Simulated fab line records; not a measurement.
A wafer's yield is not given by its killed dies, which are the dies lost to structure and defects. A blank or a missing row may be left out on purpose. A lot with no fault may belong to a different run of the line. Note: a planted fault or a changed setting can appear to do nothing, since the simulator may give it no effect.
fab line records / flow rit_cmos
record lots=13 wafers=39 last_day=8
route steps=202 shown NSD@134 PSD@152 M1@202
lots that met no fault: from a run of the same line without faults
start_h: hours from the record's first day to the start of the lot's first wafer shown / wait_h: hours from the lot's prior step to this one / " same as the row above / L1.1+2: a row that stands for several wafers / - value missing, or start not given / * or withheld: withheld / < > ~ a bound
route shown NAME@n: NAME is a module with steps in the file, n the number in the route of the first one / usual: the fault-free wafers' mean and standard deviation / same: alike in all rows / chamber/n: place in a boat / sites: per-site readings / _std_site: the standard deviation of these / _edge_site: mean of outer sites minus mean of inner sites / radius_mm: for every site, how far away it sits from the centre of the wafer / mask NAME#n: copy n / behind: tool/chamber where the wafer was last shaped / hold: the reason the lot was held/the length of the hold in hours/how it ended / device: which transistor (n, p or np) failed to switch / end of line: tests of these same wafers at the route's end / a step with no rows: only its recipe / killed: dies that structure and defects cost at the first sort, which is not the same as the wafer's yield / map: shows each die of a wafer: x if killed, . if not, _ if none is there
set.NAME: the run value of the setting; set.NAME@STEP: its run value at that earlier step / model.NAME: the simulator's own value behind a step, which no gauge read
steps of the route over a sample of lots; a table a step, a row a wafer
services: the hour from which a tool's chamber was out of use, counted from the record's first day as start_h (under 0 if before that day), plus the number of hours and why
## steps
# step RIT_NSD_EXPOSE_03
# recipe mask_id=M9 na=0.57 target_cd_nm=40700 dose_mj=250
lot.wafer=L672.1+3+6 tool=iline_stepper-01 chamber=0 start_h=63.45 wait_h=0.2 mask=M9#0
lot.wafer=L673.1+2+5 tool=iline_stepper-02 chamber=0 start_h=67.18 wait_h=0.2 mask=M9#0
lot.wafer=L674.3+4+6 tool=iline_stepper-01 chamber=0 start_h=69.72 wait_h=0.2 mask=M9#0
lot.wafer=L676.3+5+6 tool=iline_stepper-02 chamber=0 start_h=87.25 wait_h=0.2 mask=M9#0
lot.wafer=L677.1+2+6 tool=iline_stepper-02 chamber=0 start_h=95.32 wait_h=0.3 mask=M9#0
lot.wafer=L679.2+4+5 tool=iline_stepper-02 chamber=0 start_h=100.18 wait_h=0.1 mask=M9#0
lot.wafer=L680.3+5+6 tool=iline_stepper-02 chamber=0 start_h=107.25 wait_h=0.1 mask=M9#0
lot.wafer=L683.1+3+5 tool=iline_stepper-02 chamber=0 start_h=131.17 wait_h=0.1 mask=M10#0
lot.wafer=L691.1+5+6 tool=iline_stepper-02 chamber=0 start_h=163.77 wait_h=0.1 mask=M9#0
lot.wafer=L690.2+4+5 tool=iline_stepper-01 chamber=0 start_h=166.53 wait_h=0.2 mask=M9#0
lot.wafer=L692.2+3+4 tool=iline_stepper-01 chamber=0 start_h=166.86 wait_h=0.1 mask=M9#0
lot.wafer=L693.1+2+3 tool=iline_stepper-01 chamber=0 start_h=168.32 wait_h=0.1 mask=M9#0
lot.wafer=L694.3+4+6 tool=iline_stepper-01 chamber=0 start_h=171.62 wait_h=0.1 mask=M9#0
# step RIT_NSD_OVL_MEAS_06
# usual NSD_OVL=-0.1/1.1
lot.wafer=L672.1 tool=overlay-01 chamber=- start_h=63.85 wait_h=- NSD_OVL[nm]=-0.1
lot.wafer=L672.3 tool=overlay-01 chamber=- start_h=63.85 wait_h=- NSD_OVL[nm]=0.6
lot.wafer=L672.6 tool=overlay-01 chamber=- start_h=63.85 wait_h=- NSD_OVL[nm]=0.1
lot.wafer=L673.1 tool=overlay-01 chamber=- start_h=67.58 wait_h=- NSD_OVL[nm]=3.1
lot.wafer=L673.2 tool=overlay-01 chamber=- start_h=67.58 wait_h=- NSD_OVL[nm]=-1.6
lot.wafer=L673.5 tool=overlay-01 chamber=- start_h=67.58 wait_h=- NSD_OVL[nm]=0.7
lot.wafer=L674.3 tool=overlay-02 chamber=- start_h=70.09 wait_h=- NSD_OVL[nm]=-0.8
lot.wafer=L674.4 tool=overlay-02 chamber=- start_h=70.09 wait_h=- NSD_OVL[nm]=-0.5
lot.wafer=L674.6 tool=overlay-02 chamber=- start_h=70.09 wait_h=- NSD_OVL[nm]=0.2
lot.wafer=L676.3 tool=overlay-01 chamber=- start_h=87.62 wait_h=- NSD_OVL[nm]=-0.2
lot.wafer=L676.5 tool=overlay-01 chamber=- start_h=87.62 wait_h=- NSD_OVL[nm]=2.7
lot.wafer=L676.6 tool=overlay-01 chamber=- start_h=87.62 wait_h=- NSD_OVL[nm]=-0.4
lot.wafer=L677.1 tool=overlay-02 chamber=- start_h=95.72 wait_h=- NSD_OVL[nm]=0.9
lot.wafer=L677.2 tool=overlay-02 chamber=- start_h=95.72 wait_h=- NSD_OVL[nm]=-0.8
lot.wafer=L677.6 tool=overlay-02 chamber=- start_h=95.72 wait_h=- NSD_OVL[nm]=1.1
lot.wafer=L679.2 tool=overlay-02 chamber=- start_h=100.59 wait_h=- NSD_OVL[nm]=1.6
lot.wafer=L679.4 tool=overlay-02 chamber=- start_h=100.59 wait_h=- NSD_OVL[nm]=0.5
lot.wafer=L679.5 tool=overlay-02 chamber=- start_h=100.59 wait_h=- NSD_OVL[nm]=0.4
lot.wafer=L680.3 tool=overlay-02 chamber=- start_h=107.62 wait_h=- NSD_OVL[nm]=1.2
lot.wafer=L680.5 tool=overlay-02 chamber=- start_h=107.62 wait_h=- NSD_OVL[nm]=1.4
lot.wafer=L680.6 tool=overlay-02 chamber=- start_h=107.62 wait_h=- NSD_OVL[nm]=0.3
lot.wafer=L683.1 tool=overlay-01 chamber=- start_h=131.57 wait_h=- NSD_OVL[nm]=-
lot.wafer=L683.3 tool=overlay-01 chamber=- start_h=131.57 wait_h=- NSD_OVL[nm]=-
lot.wafer=L683.5 tool=overlay-01 chamber=- start_h=131.57 wait_h=- NSD_OVL[nm]=-
lot.wafer=L691.1 tool=overlay-01 chamber=- start_h=164.34 wait_h=- NSD_OVL[nm]=-2.0
lot.wafer=L691.5 tool=overlay-01 chamber=- start_h=164.34 wait_h=- NSD_OVL[nm]=-1.4
lot.wafer=L691.6 tool=overlay-01 chamber=- start_h=164.34 wait_h=- NSD_OVL[nm]=-1.3
lot.wafer=L690.2 tool=overlay-01 chamber=- start_h=166.92 wait_h=- NSD_OVL[nm]=-0.5
lot.wafer=L690.4 tool=overlay-01 chamber=- start_h=166.92 wait_h=- NSD_OVL[nm]=0.0
lot.wafer=L690.5 tool=overlay-01 chamber=- start_h=166.92 wait_h=- NSD_OVL[nm]=0.0
lot.wafer=L692.2 tool=overlay-02 chamber=- start_h=167.25 wait_h=- NSD_OVL[nm]=-1.7
lot.wafer=L692.3 tool=overlay-02 chamber=- start_h=167.25 wait_h=- NSD_OVL[nm]=-1.6
lot.wafer=L692.4 tool=overlay-02 chamber=- start_h=167.25 wait_h=- NSD_OVL[nm]=-2.5
lot.wafer=L693.1 tool=overlay-02 chamber=- start_h=168.72 wait_h=- NSD_OVL[nm]=0.9
lot.wafer=L693.2 tool=overlay-02 chamber=- start_h=168.72 wait_h=- NSD_OVL[nm]=1.0
lot.wafer=L693.3 tool=overlay-02 chamber=- start_h=168.72 wait_h=- NSD_OVL[nm]=-0.1
lot.wafer=L694.3 tool=overlay-02 chamber=- start_h=172.09 wait_h=- NSD_OVL[nm]=1.1
lot.wafer=L694.4 tool=overlay-02 chamber=- start_h=172.09 wait_h=- NSD_OVL[nm]=-0.3
lot.wafer=L694.6 tool=overlay-02 chamber=- start_h=172.09 wait_h=- NSD_OVL[nm]=-1.7
# step RIT_NSD_TW_MEAS_10
# usual NSD_TW=3143/16
lot.wafer=L672.1 tool=film_metro-01 chamber=- start_h=64.37 wait_h=0.1 NSD_TW=3107
lot.wafer=L672.3 tool=film_metro-01 chamber=- start_h=64.37 wait_h=0.1 NSD_TW=3139
lot.wafer=L672.6 tool=film_metro-01 chamber=- start_h=64.37 wait_h=0.1 NSD_TW=3133
lot.wafer=L673.1 tool=film_metro-02 chamber=- start_h=68.09 wait_h=0.1 NSD_TW=3131
lot.wafer=L673.2 tool=film_metro-02 chamber=- start_h=68.09 wait_h=0.1 NSD_TW=3145
lot.wafer=L673.5 tool=film_metro-02 chamber=- start_h=68.09 wait_h=0.1 NSD_TW=3128
lot.wafer=L674.3 tool=film_metro-01 chamber=- start_h=70.61 wait_h=0.1 NSD_TW=3133
lot.wafer=L674.4 tool=film_metro-01 chamber=- start_h=70.61 wait_h=0.1 NSD_TW=3119
lot.wafer=L674.6 tool=film_metro-01 chamber=- start_h=70.61 wait_h=0.1 NSD_TW=3148
lot.wafer=L676.3 tool=film_metro-02 chamber=- start_h=88.14 wait_h=0.1 NSD_TW=3141
lot.wafer=L676.5 tool=film_metro-02 chamber=- start_h=88.14 wait_h=0.1 NSD_TW=3150
lot.wafer=L676.6 tool=film_metro-02 chamber=- start_h=88.14 wait_h=0.1 NSD_TW=3145
lot.wafer=L677.1 tool=film_metro-01 chamber=- start_h=96.23 wait_h=0.1 NSD_TW=3159
lot.wafer=L677.2 tool=film_metro-01 chamber=- start_h=96.23 wait_h=0.1 NSD_TW=3132
lot.wafer=L677.6 tool=film_metro-01 chamber=- start_h=96.23 wait_h=0.1 NSD_TW=3153
lot.wafer=L679.2 tool=film_metro-04 chamber=- start_h=101.10 wait_h=0.1 NSD_TW=3143
lot.wafer=L679.4 tool=film_metro-04 chamber=- start_h=101.10 wait_h=0.1 NSD_TW=3144
lot.wafer=L679.5 tool=film_metro-04 chamber=- start_h=101.10 wait_h=0.1 NSD_TW=3162
lot.wafer=L680.3 tool=film_metro-01 chamber=- start_h=108.14 wait_h=0.1 NSD_TW=3168
lot.wafer=L680.5 tool=film_metro-01 chamber=- start_h=108.14 wait_h=0.1 NSD_TW=3164
lot.wafer=L680.6 tool=film_metro-01 chamber=- start_h=108.14 wait_h=0.1 NSD_TW=3159
lot.wafer=L683.1 tool=film_metro-02 chamber=- start_h=132.08 wait_h=0.1 NSD_TW=30
lot.wafer=L683.3 tool=film_metro-02 chamber=- start_h=132.08 wait_h=0.1 NSD_TW=30
lot.wafer=L683.5 tool=film_metro-02 chamber=- start_h=132.08 wait_h=0.1 NSD_TW=30
lot.wafer=L691.1 tool=film_metro-01 chamber=- start_h=164.96 wait_h=0.1 NSD_TW=3136
lot.wafer=L691.5 tool=film_metro-01 chamber=- start_h=164.96 wait_h=0.1 NSD_TW=3143
lot.wafer=L691.6 tool=film_metro-01 chamber=- start_h=164.96 wait_h=0.1 NSD_TW=3141
lot.wafer=L690.2 tool=film_metro-01 chamber=- start_h=167.44 wait_h=0.1 NSD_TW=3135
lot.wafer=L690.4 tool=film_metro-01 chamber=- start_h=167.44 wait_h=0.1 NSD_TW=3151
lot.wafer=L690.5 tool=film_metro-01 chamber=- start_h=167.44 wait_h=0.1 NSD_TW=3152
lot.wafer=L692.2 tool=film_metro-04 chamber=- start_h=167.76 wait_h=0.1 NSD_TW=3151
lot.wafer=L692.3 tool=film_metro-04 chamber=- start_h=167.76 wait_h=0.1 NSD_TW=3178
lot.wafer=L692.4 tool=film_metro-04 chamber=- start_h=167.76 wait_h=0.1 NSD_TW=3137
lot.wafer=L693.1 tool=film_metro-04 chamber=- start_h=169.35 wait_h=0.1 NSD_TW=3172
lot.wafer=L693.2 tool=film_metro-04 chamber=- start_h=169.35 wait_h=0.1 NSD_TW=3166
lot.wafer=L693.3 tool=film_metro-04 chamber=- start_h=169.35 wait_h=0.1 NSD_TW=3166
lot.wafer=L694.3 tool=film_metro-01 chamber=- start_h=172.61 wait_h=0.1 NSD_TW=3147
lot.wafer=L694.4 tool=film_metro-01 chamber=- start_h=172.61 wait_h=0.1 NSD_TW=3137
lot.wafer=L694.6 tool=film_metro-01 chamber=- start_h=172.61 wait_h=0.1 NSD_TW=3159
# step RIT_PSD_TW_MEAS_10
# usual PSD_TW=3459/20
lot.wafer=L672.1 tool=film_metro-04 chamber=- start_h=65.79 wait_h=0.1 PSD_TW=3456
lot.wafer=L672.3 tool=film_metro-04 chamber=- start_h=65.79 wait_h=0.1 PSD_TW=3478
lot.wafer=L672.6 tool=film_metro-04 chamber=- start_h=65.79 wait_h=0.1 PSD_TW=3467
lot.wafer=L673.1 tool=film_metro-04 chamber=- start_h=69.63 wait_h=0.1 PSD_TW=3447
lot.wafer=L673.2 tool=film_metro-04 chamber=- start_h=69.63 wait_h=0.1 PSD_TW=3460
lot.wafer=L673.5 tool=film_metro-04 chamber=- start_h=69.63 wait_h=0.1 PSD_TW=3466
lot.wafer=L674.3 tool=film_metro-04 chamber=- start_h=72.35 wait_h=0.1 PSD_TW=3489
lot.wafer=L674.4 tool=film_metro-04 chamber=- start_h=72.35 wait_h=0.1 PSD_TW=3483
lot.wafer=L674.6 tool=film_metro-04 chamber=- start_h=72.35 wait_h=0.1 PSD_TW=3478
lot.wafer=L676.3 tool=film_metro-01 chamber=- start_h=89.69 wait_h=0.1 PSD_TW=3483
lot.wafer=L676.5 tool=film_metro-01 chamber=- start_h=89.69 wait_h=0.1 PSD_TW=3465
lot.wafer=L676.6 tool=film_metro-01 chamber=- start_h=89.69 wait_h=0.1 PSD_TW=3473
lot.wafer=L677.1 tool=film_metro-02 chamber=- start_h=97.65 wait_h=0.1 PSD_TW=3451
lot.wafer=L677.2 tool=film_metro-02 chamber=- start_h=97.65 wait_h=0.1 PSD_TW=3458
lot.wafer=L677.6 tool=film_metro-02 chamber=- start_h=97.65 wait_h=0.1 PSD_TW=3427
lot.wafer=L679.2 tool=film_metro-01 chamber=- start_h=102.52 wait_h=0.1 PSD_TW=3495
lot.wafer=L679.4 tool=film_metro-01 chamber=- start_h=102.52 wait_h=0.1 PSD_TW=3486
lot.wafer=L679.5 tool=film_metro-01 chamber=- start_h=102.52 wait_h=0.1 PSD_TW=3503
lot.wafer=L680.3 tool=film_metro-02 chamber=- start_h=109.81 wait_h=0.1 PSD_TW=3433
lot.wafer=L680.5 tool=film_metro-02 chamber=- start_h=109.81 wait_h=0.1 PSD_TW=3428
lot.wafer=L680.6 tool=film_metro-02 chamber=- start_h=109.81 wait_h=0.1 PSD_TW=3427
lot.wafer=L683.1 tool=film_metro-04 chamber=- start_h=133.73 wait_h=0.1 PSD_TW=3687
lot.wafer=L683.3 tool=film_metro-04 chamber=- start_h=133.73 wait_h=0.1 PSD_TW=3702
lot.wafer=L683.5 tool=film_metro-04 chamber=- start_h=133.73 wait_h=0.1 PSD_TW=3673
lot.wafer=L691.1 tool=film_metro-02 chamber=- start_h=166.46 wait_h=0.1 PSD_TW=3450
lot.wafer=L691.5 tool=film_metro-02 chamber=- start_h=166.46 wait_h=0.1 PSD_TW=3430
lot.wafer=L691.6 tool=film_metro-02 chamber=- start_h=166.46 wait_h=0.1 PSD_TW=3420
lot.wafer=L690.2 tool=film_metro-01 chamber=- start_h=169.13 wait_h=0.1 PSD_TW=3433
lot.wafer=L690.4 tool=film_metro-01 chamber=- start_h=169.13 wait_h=0.1 PSD_TW=3447
lot.wafer=L690.5 tool=film_metro-01 chamber=- start_h=169.13 wait_h=0.1 PSD_TW=3446
lot.wafer=L692.2 tool=film_metro-02 chamber=- start_h=169.53 wait_h=0.1 PSD_TW=3440
lot.wafer=L692.3 tool=film_metro-02 chamber=- start_h=169.53 wait_h=0.1 PSD_TW=3432
lot.wafer=L692.4 tool=film_metro-02 chamber=- start_h=169.53 wait_h=0.1 PSD_TW=3444
lot.wafer=L693.1 tool=film_metro-01 chamber=- start_h=171.09 wait_h=0.1 PSD_TW=3423
lot.wafer=L693.2 tool=film_metro-01 chamber=- start_h=171.09 wait_h=0.1 PSD_TW=3441
lot.wafer=L693.3 tool=film_metro-01 chamber=- start_h=171.09 wait_h=0.1 PSD_TW=3440
lot.wafer=L694.3 tool=film_metro-01 chamber=- start_h=174.03 wait_h=0.1 PSD_TW=3442
lot.wafer=L694.4 tool=film_metro-01 chamber=- start_h=174.03 wait_h=0.1 PSD_TW=3436
lot.wafer=L694.6 tool=film_metro-01 chamber=- start_h=174.03 wait_h=0.1 PSD_TW=3462
# step RIT_M1_PROBE_99
# usual killed_at_contacts=0.1/0.28 killed_at_front_end=7.1/2.8 killed_dies=7.1/2.9 killed_on_rim=1.9/1.5 killed_open=3.4/2 killed_short=3.6/2.1
# same gross_dies=264 killed_at_M0_to_M3=0 killed_at_M4_up=0 killed_at_back_side=0 killed_at_other=0
lot.wafer=L677.1 tool=prober-02 chamber=- start_h=105.67 wait_h=0.1 killed_at_contacts=0 killed_at_front_end=7 killed_dies=7 killed_on_rim=3 killed_open=3 killed_short=4
lot.wafer=L677.2 tool=prober-02 chamber=- start_h=105.72 wait_h=0.1 killed_at_contacts=0 killed_at_front_end=7 killed_dies=7 killed_on_rim=0 killed_open=3 killed_short=4
lot.wafer=L677.6 tool=prober-02 chamber=- start_h=105.92 wait_h=0.2 killed_at_contacts=0 killed_at_front_end=10 killed_dies=10 killed_on_rim=2 killed_open=4 killed_short=6
lot.wafer=L683.1 tool=prober-02 chamber=- start_h=141.64 wait_h=0.1 killed_at_contacts=0 killed_at_front_end=264 killed_dies=264 killed_on_rim=70 killed_open=4 killed_short=2
lot.wafer=L683.3 tool=prober-02 chamber=- start_h=141.74 wait_h=0.2 killed_at_contacts=0 killed_at_front_end=264 killed_dies=264 killed_on_rim=70 killed_open=6 killed_short=7
lot.wafer=L683.5 tool=prober-02 chamber=- start_h=141.84 wait_h=0.2 killed_at_contacts=0 killed_at_front_end=264 killed_dies=264 killed_on_rim=70 killed_open=2 killed_short=6
# killed by level:class
L677.1 GATE:geometric_particle:short=3 GATE:geometric_particle:open=3 REOX:geometric_particle:short=1
L677.2 GATE:geometric_particle:short=3 FOX2:geometric_particle:short=1 GATE:geometric_particle:open=1 SPACER:geometric_particle:open=1 SILICIDE:geometric_particle:open=1
L677.6 GATE:geometric_particle:short=2 GATE:geometric_particle:open=2 FOX1:geometric_particle:short=1 FOX1:geometric_particle:open=1 FOX2:geometric_particle:short=1 REOX:geometric_particle:short=1 SPACER:geometric_particle:short=1 SILICIDE:geometric_particle:open=1
L683.1 NSD:area_expose=258 GATE:geometric_particle:open=3 FOX1:geometric_particle:short=2 SPACER:geometric_particle:open=1
L683.3 NSD:area_expose=251 FOX1:geometric_particle:short=3 GATE:geometric_particle:open=3 GATE:geometric_particle:short=2 REOX:geometric_particle:open=2 FOX1:geometric_particle:open=1 REOX:geometric_particle:short=1 SILICIDE:geometric_particle:short=1
L683.5 NSD:area_expose=256 FOX1:geometric_particle:short=4 REOX:geometric_particle:short=2 GATE:geometric_particle:open=1 SPACER:geometric_particle:open=1
## services
tool=iline_stepper-02 chamber=- start_h=50.96 hours=2.1 kind=pm
tool=iline_stepper-02 chamber=- start_h=53.04 hours=- kind=consumable_replace:lamp
tool=iline_stepper-02 chamber=0 start_h=58.38 hours=- kind=calibration
tool=iline_stepper-01 chamber=- start_h=91.69 hours=4.4 kind=pm
tool=iline_stepper-01 chamber=0 start_h=108.17 hours=- kind=calibration
tool=iline_stepper-02 chamber=- start_h=137.13 hours=2.0 kind=repair
tool=iline_stepper-02 chamber=- start_h=164.68 hours=11.7 kind=repair
## key
first_sign step=RIT_NSD_EXPOSE_03 reading=mask direction=changed
effect step=RIT_NSD_OVL_MEAS_06 reading=NSD_OVL direction=missing
effect step=RIT_NSD_TW_MEAS_10 reading=NSD_TW direction=down sigmas=99+ usual=3143 struck=30
effect step=RIT_PSD_TW_MEAS_10 reading=PSD_TW direction=up sigmas=11 usual=3459 struck=3687
effect step=RIT_M1_PROBE_99 reading=killed_at_front_end direction=up sigmas=91 usual=7.1 struck=264
more_kills_born_at RIT_NSD_EXPOSE_03@iline_stepper-02=765
met_at RIT_NSD_EXPOSE_03
struck_lots L683
tester_left_out L683
onset_between 107.25 131.17
fault kind=wrong_mask tool=any chamber=- onset_h=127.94 steps=RIT_NSD_EXPOSE_03 aux_copy=M10#0 scope=struck_lots_only
# tester_left_out: of these lots the tester's yield and bins aren't shown, on N5 and GAA mostly nor the transistor test; their killed dies are dies lost to structure and defects alone, not to doping, threshold or leakage, so they don't give the yield
